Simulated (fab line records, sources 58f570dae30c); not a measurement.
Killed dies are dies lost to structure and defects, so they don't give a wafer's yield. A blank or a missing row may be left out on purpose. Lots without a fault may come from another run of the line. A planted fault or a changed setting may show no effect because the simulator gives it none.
Which tool did it? | flow berkeley_cmos170 | 15 lots, 45 wafers sampled, at 2 steps of a route of 331

WHAT THE GAUGES READ, wafer by wafer
The record holds no reading of a measuring or inspecting step that can be judged against a usual standard deviation.

WHICH TOOL RAN EACH LOT (tool, then ch and the chambers of the sampled wafers, then the start)
lot  | UCB170_ZERO_EXPOSE_03            | UCB170_ZERO_ETCH_06
L673 | krf_scanner-02 ch 0, day 1 23:03 | rie_diel-04 ch 1,2, day 1 23:35
L675 | krf_scanner-01 ch 0, day 2 09:51 | rie_diel-02 ch 0,2, day 2 10:50
L676 | krf_scanner-01 ch 0, day 2 10:01 | rie_diel-04 ch 0,2,3, day 2 10:50
L677 | krf_scanner-01 ch 0, day 2 16:14 | rie_diel-01 ch 0,3, day 2 16:38
L683 | krf_scanner-02, day 4 01:58      | rie_diel-02 ch 0,1,2, day 4 02:38
L684 | krf_scanner-02, day 4 04:58      | rie_diel-02 ch 1,3, day 4 05:23
L685 | krf_scanner-01, day 4 13:11      | rie_diel-04 ch 1,3, day 4 13:46
L686 | krf_scanner-01 ch 0, day 4 19:55 | rie_diel-02 ch 0,3, day 4 21:11
L689 | krf_scanner-02 ch 0, day 5 02:58 | rie_diel-04 ch 1,3, day 5 03:38
L690 | krf_scanner-02 ch 0, day 5 10:37 | rie_diel-01 ch 2,3, day 5 11:11
L691 | krf_scanner-01 ch 0, day 5 18:15 | rie_diel-01 ch 0,1, day 5 19:24
L692 | krf_scanner-01 ch 0, day 5 22:49 | rie_diel-04 ch 0,3, day 5 23:11
L693 | krf_scanner-02 ch 0, day 5 23:02 | rie_diel-02 ch 0,1, day 5 23:26
L694 | krf_scanner-02 ch 0, day 6 07:20 | rie_diel-04 ch 0,1,3, day 6 08:04
L696 | krf_scanner-01 ch 0, day 6 15:23 | rie_diel-01 ch 2,3, day 6 16:07
- UCB170_ZERO_EXPOSE_03: exposes mask PM MARKS, target cd 4000 nm.
- UCB170_ZERO_ETCH_06: etches SiO2 in CHF3/CF4/Ar, time 12 s.

WHAT THE TOOLS THEMSELVES READ (means of the sampled wafers that have a number; where no wafer has one, the mark that the record gives instead)
UCB170_ZERO_EXPOSE_03.
lot  | tool           | exposure_dose_mJ_cm2 | focus_offset_nm (nm)
L673 | krf_scanner-02 | 30.030               | -0.1
L675 | krf_scanner-01 | 29.981               | 0.0
L676 | krf_scanner-01 | 29.976               | 0.0
L677 | krf_scanner-01 | 30.007               | 0.3
L683 | krf_scanner-02 | -                    | -
L684 | krf_scanner-02 | -                    | -
L685 | krf_scanner-01 | -                    | -
L686 | krf_scanner-01 | 29.987               | -0.2
L689 | krf_scanner-02 | 29.990               | 0.0
L690 | krf_scanner-02 | 29.980               | 0.2
L691 | krf_scanner-01 | 29.997               | 0.2
L692 | krf_scanner-01 | 29.979               | 0.2
L693 | krf_scanner-02 | 29.998               | -0.2
L694 | krf_scanner-02 | 30.002               | 0.1
L696 | krf_scanner-01 | 29.991               | 0.3

UCB170_ZERO_ETCH_06.
lot  | tool        | drypump_motor_current_A (A) | oes_product_au (a.u.) | throttle_valve_pct (%)
L673 | rie_diel-04 | 6.3                         | 0.630                 | 9.18
L675 | rie_diel-02 | 5.2                         | 0.625                 | 9.17
L676 | rie_diel-04 | 5.9                         | 0.625                 | 9.17
L677 | rie_diel-01 | 6.3                         | 0.602                 | 9.22
L683 | rie_diel-02 | 5.4                         | 0.377                 | 9.12
L684 | rie_diel-02 | 5.4                         | 0.377                 | 9.09
L685 | rie_diel-04 | 5.3                         | 0.377                 | 9.25
L686 | rie_diel-02 | 5.5                         | 0.614                 | 9.35
L689 | rie_diel-04 | 5.7                         | 0.619                 | 9.28
L690 | rie_diel-01 | 5.7                         | 0.621                 | 9.29
L691 | rie_diel-01 | 6.2                         | 0.606                 | 9.18
L692 | rie_diel-04 | 5.3                         | 0.622                 | 9.22
L693 | rie_diel-02 | 5.6                         | 0.619                 | 9.09
L694 | rie_diel-04 | 5.7                         | 0.619                 | 9.24
L696 | rie_diel-01 | 5.7                         | 0.617                 | 9.29

THE ANSWER, worked out from the rows above alone
Rule: what is usual is taken from the lots themselves. Put in order of their means at a reading, lots are off if they are a third of the lots or fewer, leave a main group of 4 or more, and stand apart from it by a gap of 3 or more times the standard deviation of the main group's means; of several such gaps the widest counts. A main group whose means are all the same, to the digits that the tables above print for the reading, isn't used. A lot without any number at a reading at which 4 lots or more have one is off too. The other lots that the step has rows for count as sound. The gauges are gone through in route order, then the tools' own readings, and for those a lot's mean is taken as printed above. The first step at which some lot is off is used, and at that step the reading that is off furthest; a lot without a number counts as furthest.
Off: L683, L684, L685, at UCB170_ZERO_EXPOSE_03 (exposure_dose_mJ_cm2). Without a number there: L683, L684, L685. The main group: mean 29.993, standard deviation 0.015.
A tool fits if, at that step or a process step before it, it ran every lot that is off, and no sound lot after the first of them. None of those tried fits.

WHAT THE SIMULATOR HAD PUT IN
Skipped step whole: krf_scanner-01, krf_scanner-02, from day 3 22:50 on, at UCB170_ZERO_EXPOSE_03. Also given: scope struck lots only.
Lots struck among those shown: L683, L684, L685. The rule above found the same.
